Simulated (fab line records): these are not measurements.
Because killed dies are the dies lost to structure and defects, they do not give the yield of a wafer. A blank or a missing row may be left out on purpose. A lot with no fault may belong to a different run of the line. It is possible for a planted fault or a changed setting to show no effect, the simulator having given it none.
fab line records	flow ritCmos
record: lots: 12	wafers: 36	lastDay: 7
route steps=202 shown M1@188
lots that met no fault: taken from a fault-free run of the same line
startH: start of the lot's first displayed wafer, in hours after the record's first day	waitH: hours from the lot's prior step to this one	" as in the row above	L1.1+2: several wafers, shown together as one row	- no value, or no start given	* or withheld: withheld	< > ~ a bound
route shown NAME@n: NAME is a module with steps in the file, n the number in the route of the first one	usual: mean/standard deviation taken from wafers without a fault	same: alike in all rows	chamber/n: place in a boat	sites: each site's reading	_std_site: standard deviation of those values	_edge_site: mean of outer sites minus mean of inner sites	radiusMm: for every site, how far away it sits from the centre of the wafer	mask NAME#n: copy n	behind: the tool/chamber that last shaped the wafer	hold: why the lot was held/for how many hours/how that ended	device: transistor that didn't switch, given as n, p or np	end of line: the same wafers' tests at the end of the route	a step given without rows: its recipe and nothing more	killed: count of dies lost to structure and defects at first sort (not the wafer's yield)	map: per-die view of a wafer (x killed, . not killed, _ where there is no die)
set.NAME: the run value of the setting; set.NAME@STEP: its run value at that earlier step	model.NAME: the simulator's own value behind a step, which no gauge read
the route's steps for a sample of lots (tables are steps, rows are wafers)
== steps ==
step: RIT_M1_COAT_04
recipe: resist: NOVOLAK	spinRpm: 2000	resistThkNm: 1300
usual: chillPlateTempC: 23.00/0.11	dispensePressureKPa: 49.2/2.7	exhaustPa: 45.0/0.86
lot.wafer	tool	chamber	startH	waitH	chillPlateTempC	dispensePressureKPa	exhaustPa
L316.2	lithoTrack-04	0	52.79	0.1	22.93	48.4	45.1
L316.4	"	0	"	"	22.89	48.4	44.8
L316.5	"	0	"	"	22.98	48.3	46.6
L317.2	lithoTrack-04	0	58.17	0.1	23.06	48.4	44.6
L317.4	"	0	"	"	23.16	48.3	43.3
L317.5	"	0	"	"	23.06	48.4	44.0
L318.2	lithoTrack-04	0	64.32	0.1	22.96	48.4	45.6
L318.3	"	0	"	"	22.97	48.4	45.3
L318.5	"	0	"	"	23.02	48.4	45.4
L319.1	lithoTrack-02	0	68.54	0.1	22.96	46.0	44.8
L319.3	"	0	"	"	23.11	46.0	43.9
L319.4	"	0	"	"	23.05	46.0	44.9
L320.1	lithoTrack-01	0	72.99	0.1	22.82	52.4	44.7
L320.5	"	0	"	"	22.85	52.4	45.3
L320.6	"	0	"	"	22.89	52.3	44.4
L321.1	lithoTrack-04	0	77.71	0.1	23.10	48.3	44.6
L321.2	"	0	"	"	22.89	48.4	45.3
L321.5	"	0	"	"	23.07	48.4	43.7
L323.4	lithoTrack-04	0	89.42	0.1	23.00	48.4	46.1
L323.5	"	0	"	"	22.92	48.4	45.8
L323.6	"	0	"	"	23.39	48.4	45.3
L324.1	lithoTrack-01	-	94.67	0.1	-	-	-
L324.3	"	-	"	"	-	-	-
L324.5	"	-	"	"	-	-	-
L325.1	lithoTrack-04	-	100.22	0.1	-	-	-
L325.2	"	-	"	"	-	-	-
L325.3	"	-	"	"	-	-	-
L334.1	lithoTrack-01	0	155.13	0.1	23.03	52.4	44.6
L334.2	"	0	"	"	22.88	52.4	44.1
L334.5	"	0	"	"	22.99	52.4	45.4
L335.1	lithoTrack-04	0	159.11	0.1	22.90	48.3	45.3
L335.3	"	0	"	"	23.02	48.4	44.6
L335.5	"	0	"	"	22.99	48.3	44.9
L336.4	lithoTrack-02	0	161.10	0.1	22.98	46.0	45.2
L336.5	"	0	"	"	23.04	46.0	44.2
L336.6	"	0	"	"	23.09	46.0	44.8
step: RIT_M1_CD_MEAS_09
recipe: targetCdNm: 2600
usual: cdNm: 2599.8/2.2
lot.wafer	tool	chamber	startH	waitH	cdNm
L316.2	cdSem-01	-	53.64	-	2598.4
L316.4	"	-	"	"	2601.9
L316.5	"	-	"	"	2600.0
L317.2	cdSem-01	-	58.89	-	2601.3
L317.4	"	-	"	"	2601.5
L317.5	"	-	"	"	2601.6
L318.2	cdSem-01	-	65.17	-	2598.6
L318.3	"	-	"	"	2597.2
L318.5	"	-	"	"	2600.1
L319.1	cdSem-01	-	69.39	-	2604.9
L319.3	"	-	"	"	2605.7
L319.4	"	-	"	"	2604.8
L320.1	cdSem-02	-	73.72	-	2596.9
L320.5	"	-	"	"	2597.6
L320.6	"	-	"	"	2599.9
L321.1	cdSem-02	-	78.44	-	2602.4
L321.2	"	-	"	"	2602.8
L321.5	"	-	"	"	2603.3
L323.4	cdSem-02	-	90.14	-	2602.6
L323.5	"	-	"	"	2599.5
L323.6	"	-	"	"	2599.6
L324.1	cdSem-02	-	95.40	-	-
L324.3	"	-	"	"	-
L324.5	"	-	"	"	-
L325.1	cdSem-02	-	100.95	-	-
L325.2	"	-	"	"	-
L325.3	"	-	"	"	-
L334.1	cdSem-02	-	155.98	-	2600.7
L334.2	"	-	"	"	2602.3
L334.5	"	-	"	"	2600.8
L335.1	cdSem-02	-	160.05	-	2600.0
L335.3	"	-	"	"	2601.2
L335.5	"	-	"	"	2599.3
L336.4	cdSem-02	-	161.94	-	2600.4
L336.5	"	-	"	"	2600.6
L336.6	"	-	"	"	2601.4
step: RIT_M1_PROBE_99
usual: defectLimitedYield: 97.3/1.1	killed_at_M0_to_M3: 0/0	killedAtContacts: 0.1/0.31	killedAtFrontEnd: 7.1/2.8	killedDies: 7.2/2.8	killedOnRim: 1.8/1.3	killedOpen: 3.5/2	killedShort: 3.7/1.9	sort_bin_3_pad_short: 0.1/0.22	sort_bin_5_function: 1.6/0.77	sort_bin_6_memory: 1.0/0.59	sortNPass: 256.8/2.8	sortYieldPct: 97.3/1.1
same: grossDies: 264	killed_at_M4_up: 0	killedAtBackSide: 0	killedAtOther: 0
lot.wafer	tool	chamber	startH	waitH	defectLimitedYield[%]	killed_at_M0_to_M3	killedAtContacts	killedAtFrontEnd	killedDies	killedOnRim	killedOpen	killedShort	sort_bin_3_pad_short[%]	sort_bin_5_function[%]	sort_bin_6_memory[%]	sortNPass	sortYieldPct[%]
L316.2	prober-01	-	56.33	0.1	95.8	0	0	11	11	2	7	4	0	2.7	1.5	253.0	95.8
L316.4	prober-01	-	56.43	0.2	98.5	0	0	4	4	1	0	4	0	1.1	0.4	260.0	98.5
L316.5	prober-01	-	56.48	0.2	98.9	0	0	3	3	1	1	2	0	0.8	0.4	261.0	98.9
L317.2	prober-02	-	61.58	0.1	95.8	0	0	11	11	2	4	7	0	2.3	1.9	253.0	95.8
L317.4	prober-02	-	61.68	0.2	97.7	0	0	6	6	1	3	3	0	1.9	0.4	258.0	97.7
L317.5	prober-02	-	61.73	0.2	97.3	0	0	7	7	1	3	4	0	1.9	0.8	257.0	97.3
L318.2	prober-01	-	67.87	0.1	97.7	0	0	6	6	2	3	3	0	1.9	0.4	258.0	97.7
L318.3	prober-01	-	67.92	0.2	98.1	0	0	5	5	1	1	4	0	1.5	0.4	259.0	98.1
L318.5	prober-01	-	68.02	0.2	96.6	0	0	9	9	2	5	4	0	2.3	1.1	255.0	96.6
L319.1	prober-02	-	73.67	0.1	98.5	0	0	4	4	1	2	2	0	1.1	0.4	260.0	98.5
L319.3	prober-02	-	73.77	0.2	96.6	0	0	9	9	1	2	7	0.4	2.3	0.8	255.0	96.6
L319.4	prober-02	-	73.82	0.2	97.0	0	0	8	8	2	4	4	0.4	1.5	1.1	256.0	97.0
L320.1	prober-01	-	76.49	0.1	96.6	0	1	8	9	1	4	5	0	1.1	2.3	255.0	96.6
L320.5	prober-01	-	76.69	0.2	93.9	0	1	15	16	6	6	10	0.4	2.3	3.4	248.0	93.9
L320.6	prober-01	-	76.74	0.2	96.2	0	0	10	10	1	4	6	0	3.0	0.8	254.0	96.2
L321.1	prober-02	-	81.31	0.1	97.0	0	0	8	8	0	4	4	0	2.7	0.4	256.0	97.0
L321.2	prober-02	-	81.36	0.1	97.7	0	0	6	6	2	2	4	0.4	1.5	0.4	258.0	97.7
L321.5	prober-02	-	81.51	0.2	98.1	0	0	5	5	0	5	0	0	1.1	0.8	259.0	98.1
L323.4	prober-02	-	93.95	0.2	97.0	0	0	8	8	2	3	5	0.8	1.1	1.1	256.0	97.0
L323.5	prober-02	-	94.00	0.2	97.3	0	1	6	7	0	3	4	0	1.5	1.1	257.0	97.3
L323.6	prober-02	-	94.05	0.2	98.5	0	0	4	4	0	1	3	0	1.1	0.4	260.0	98.5
L324.1	prober-01	-	100.19	0.1	0	260	0	4	264	70	2	2	0.4	99.2	0.4	0	0
L324.3	prober-01	-	100.29	0.2	0	257	0	7	264	70	3	4	0	98.5	1.5	0	0
L324.5	prober-01	-	100.39	0.2	0	258	0	6	264	70	3	3	0	99.2	0.8	0	0
L325.1	prober-02	-	106.96	0.1	0	257	1	6	264	70	5	2	0	98.5	1.5	0	0
L325.2	prober-02	-	107.01	0.1	0	259	0	5	264	70	0	5	0	99.2	0.8	0	0
L325.3	prober-02	-	107.06	0.2	0	258	0	6	264	70	4	2	0	98.9	1.1	0	0
L334.1	prober-01	-	159.17	0.1	97.3	0	0	7	7	3	5	2	0	1.5	1.1	257.0	97.3
L334.2	prober-01	-	159.22	0.1	98.1	0	0	5	5	0	3	2	0	1.1	0.8	259.0	98.1
L334.5	prober-01	-	159.37	0.2	97.0	0	1	7	8	2	5	3	0.4	2.7	0	256.0	97.0
L335.1	prober-02	-	163.67	0.1	96.2	0	0	10	10	4	4	6	0	2.7	1.1	254.0	96.2
L335.3	prober-02	-	163.77	0.2	97.0	0	0	8	8	2	4	4	0	1.9	1.1	256.0	97.0
L335.5	prober-02	-	163.87	0.2	95.8	0	0	11	11	2	7	4	0	3.0	1.1	253.0	95.8
L336.4	prober-01	-	165.09	0.2	95.5	0	0	12	12	4	6	6	0.4	3.4	0.8	252.0	95.5
L336.5	prober-01	-	165.14	0.2	95.5	0	1	11	12	5	7	5	0	2.7	1.9	252.0	95.5
L336.6	prober-01	-	165.19	0.2	96.2	0	0	10	10	3	6	4	0	2.3	1.5	254.0	96.2
killed by level:class
L316.2 GATE:geometricParticle:open=5 GATE:geometricParticle:short=3 SPACER:geometricParticle:open=1 SILICIDE:geometricParticle:open=1 SILICIDE:geometricParticle:short=1
L316.4 GATE:geometricParticle:short=2 FOX1:geometricParticle:short=1 SPACER:geometricParticle:short=1
L316.5 GATE:geometricParticle:short=1 GATE:geometricParticle:open=1 SPACER:geometricParticle:short=1
L317.2 GATE:geometricParticle:open=3 GATE:geometricParticle:short=3 FOX1:geometricParticle:short=1 REOX:geometricParticle:short=1 SPACER:geometricParticle:short=1 SPACER:geometricParticle:open=1 SILICIDE:geometricParticle:short=1
L317.4 FOX2:geometricParticle:short=1 FOX2:geometricParticle:open=1 GATE:geometricParticle:open=1 GATE:geometricParticle:short=1 SPACER:geometricParticle:short=1 SPACER:geometricParticle:open=1
L317.5 GATE:geometricParticle:open=2 FOX1:geometricParticle:short=1 GATE:geometricParticle:short=1 REOX:geometricParticle:short=1 SILICIDE:geometricParticle:open=1 SILICIDE:geometricParticle:short=1
L318.2 GATE:geometricParticle:open=3 FOX2:geometricParticle:short=1 SPACER:geometricParticle:short=1 SILICIDE:geometricParticle:short=1
L318.3 GATE:geometricParticle:short=2 FOX2:geometricParticle:open=1 SPACER:geometricParticle:short=1 SILICIDE:geometricParticle:short=1
L318.5 GATE:geometricParticle:open=4 REOX:geometricParticle:short=2 FOX2:geometricParticle:open=1 FOX2:geometricParticle:short=1 GATE:geometricParticle:short=1
L319.1 SPACER:geometricParticle:open=1 FOX1:geometricParticle:short=1 FOX1:geometricParticle:open=1 SPACER:geometricParticle:short=1
L319.3 SPACER:geometricParticle:short=4 FOX1:geometricParticle:short=1 GATE:geometricParticle:open=1 GATE:geometricParticle:short=1 REOX:geometricParticle:short=1 SPACER:geometricParticle:open=1
L319.4 FOX1:geometricParticle:short=2 GATE:geometricParticle:open=2 SILICIDE:geometricParticle:short=2 FOX1:geometricParticle:open=1 SPACER:geometricParticle:open=1
L320.1 GATE:geometricParticle:open=3 FOX1:geometricParticle:open=1 FOX2:geometricParticle:short=1 GATE:geometricParticle:short=1 SPACER:geometricParticle:short=1 SILICIDE:geometricParticle:short=1 CONTACT:geometricParticle:short=1
L320.5 GATE:geometricParticle:short=4 SILICIDE:geometricParticle:short=4 GATE:geometricParticle:open=2 SPACER:geometricParticle:short=2 SILICIDE:geometricParticle:open=2 REOX:geometricParticle:open=1 CONTACT:geometricParticle:open=1
L320.6 FOX1:geometricParticle:short=2 GATE:geometricParticle:short=2 SPACER:geometricParticle:short=2 SPACER:geometricParticle:open=2 REOX:geometricParticle:open=1 SILICIDE:geometricParticle:open=1
L321.1 GATE:geometricParticle:short=2 REOX:geometricParticle:open=2 FOX1:geometricParticle:open=1 FOX1:geometricParticle:short=1 GATE:geometricParticle:open=1 REOX:geometricParticle:short=1
L321.2 FOX1:geometricParticle:open=1 FOX1:geometricParticle:short=1 GATE:geometricParticle:short=1 GATE:geometricParticle:open=1 REOX:geometricParticle:short=1 SPACER:geometricParticle:short=1
L321.5 SILICIDE:geometricParticle:open=2 FOX1:geometricParticle:open=1 GATE:geometricParticle:open=1 REOX:geometricParticle:open=1
L323.4 SPACER:geometricParticle:short=2 FOX1:geometricParticle:short=1 FOX2:geometricParticle:open=1 GATE:geometricParticle:open=1 GATE:geometricParticle:short=1 REOX:geometricParticle:short=1 SPACER:geometricParticle:open=1
L323.5 FOX1:geometricParticle:short=1 GATE:geometricParticle:short=1 GATE:geometricParticle:open=1 REOX:geometricParticle:open=1 REOX:geometricParticle:short=1 SPACER:geometricParticle:short=1 CONTACT:geometricParticle:open=1
L323.6 FOX1:geometricParticle:short=1 SPACER:geometricParticle:open=1 SPACER:geometricParticle:short=1 SILICIDE:geometricParticle:short=1
L324.1 M1:areaExpose=260 GATE:geometricParticle:short=1 GATE:geometricParticle:open=1 SPACER:geometricParticle:short=1 SILICIDE:geometricParticle:open=1
L324.3 M1:areaExpose=257 GATE:geometricParticle:short=3 GATE:geometricParticle:open=1 SPACER:geometricParticle:open=1 SILICIDE:geometricParticle:short=1 SILICIDE:geometricParticle:open=1
L324.5 M1:areaExpose=258 GATE:geometricParticle:short=2 FOX1:geometricParticle:open=1 FOX1:geometricParticle:short=1 GATE:geometricParticle:open=1 SPACER:geometricParticle:open=1
L325.1 M1:areaExpose=257 FOX1:geometricParticle:open=1 FOX2:geometricParticle:open=1 GATE:geometricParticle:open=1 GATE:geometricParticle:short=1 SILICIDE:geometricParticle:open=1 SILICIDE:geometricParticle:short=1 CONTACT:geometricParticle:open=1
L325.2 M1:areaExpose=259 GATE:geometricParticle:short=2 REOX:geometricParticle:short=1 SPACER:geometricParticle:short=1 SILICIDE:geometricParticle:short=1
L325.3 M1:areaExpose=258 GATE:geometricParticle:open=3 FOX2:geometricParticle:open=1 GATE:geometricParticle:short=1 REOX:geometricParticle:short=1
L334.1 GATE:geometricParticle:open=3 FOX1:geometricParticle:open=1 GATE:geometricParticle:short=1 SPACER:geometricParticle:short=1 SPACER:geometricParticle:open=1
L334.2 GATE:geometricParticle:open=3 FOX2:geometricParticle:short=1 GATE:geometricParticle:short=1
L334.5 FOX1:geometricParticle:open=2 REOX:geometricParticle:open=2 GATE:geometricParticle:short=1 GATE:geometricParticle:open=1 SPACER:geometricParticle:short=1 CONTACT:geometricParticle:short=1
L335.1 FOX2:geometricParticle:open=2 GATE:geometricParticle:short=2 GATE:geometricParticle:open=2 REOX:geometricParticle:short=2 FOX2:geometricParticle:short=1 SILICIDE:geometricParticle:short=1
L335.3 REOX:geometricParticle:short=2 SPACER:geometricParticle:short=2 SILICIDE:geometricParticle:open=2 GATE:geometricParticle:open=1 SPACER:geometricParticle:open=1
L335.5 REOX:geometricParticle:open=3 FOX2:geometricParticle:open=2 GATE:geometricParticle:short=2 GATE:geometricParticle:open=1 REOX:geometricParticle:short=1 SILICIDE:geometricParticle:short=1 SILICIDE:geometricParticle:open=1
L336.4 GATE:geometricParticle:short=5 GATE:geometricParticle:open=5 REOX:geometricParticle:open=1 SPACER:geometricParticle:short=1
L336.5 GATE:geometricParticle:open=3 FOX1:geometricParticle:short=2 FOX2:geometricParticle:short=1 GATE:geometricParticle:short=1 REOX:geometricParticle:open=1 SPACER:geometricParticle:open=1 SPACER:geometricParticle:short=1 SILICIDE:geometricParticle:open=1
L336.6 GATE:geometricParticle:short=2 GATE:geometricParticle:open=2 SPACER:geometricParticle:open=2 REOX:geometricParticle:short=1 REOX:geometricParticle:open=1 SPACER:geometricParticle:short=1 SILICIDE:geometricParticle:open=1
== key ==
firstSign: step: RIT_M1_COAT_04	reading: toolRecord	direction: missing
effect: step: RIT_M1_CD_MEAS_09	reading: cdNm	direction: missing
effect: step: RIT_M1_PROBE_99	reading: killed_at_M0_to_M3	direction: up	sigmas: 99+	usual: 0	struck: 258.2
moreKillsBornAt: RIT_M1_EXPOSE_06@ilineStepper-02: 1549
metAt RIT_M1_COAT_04
struckLots L324,L325
laterRowsLeftOut L324.1,L324.3,L324.5,L325.1,L325.2,L325.3
onsetBetween 89.42 94.67
fault: kind: skippedStepWhole	tool: lithoTrack-01,lithoTrack-04	chamber: -	onsetH: 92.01	steps: RIT_M1_COAT_04	scope: struckLotsOnly
laterRowsLeftOut: the simulator's readings of these wafers behind a module that went badly wrong aren't trusted and aren't shown, but for the sort
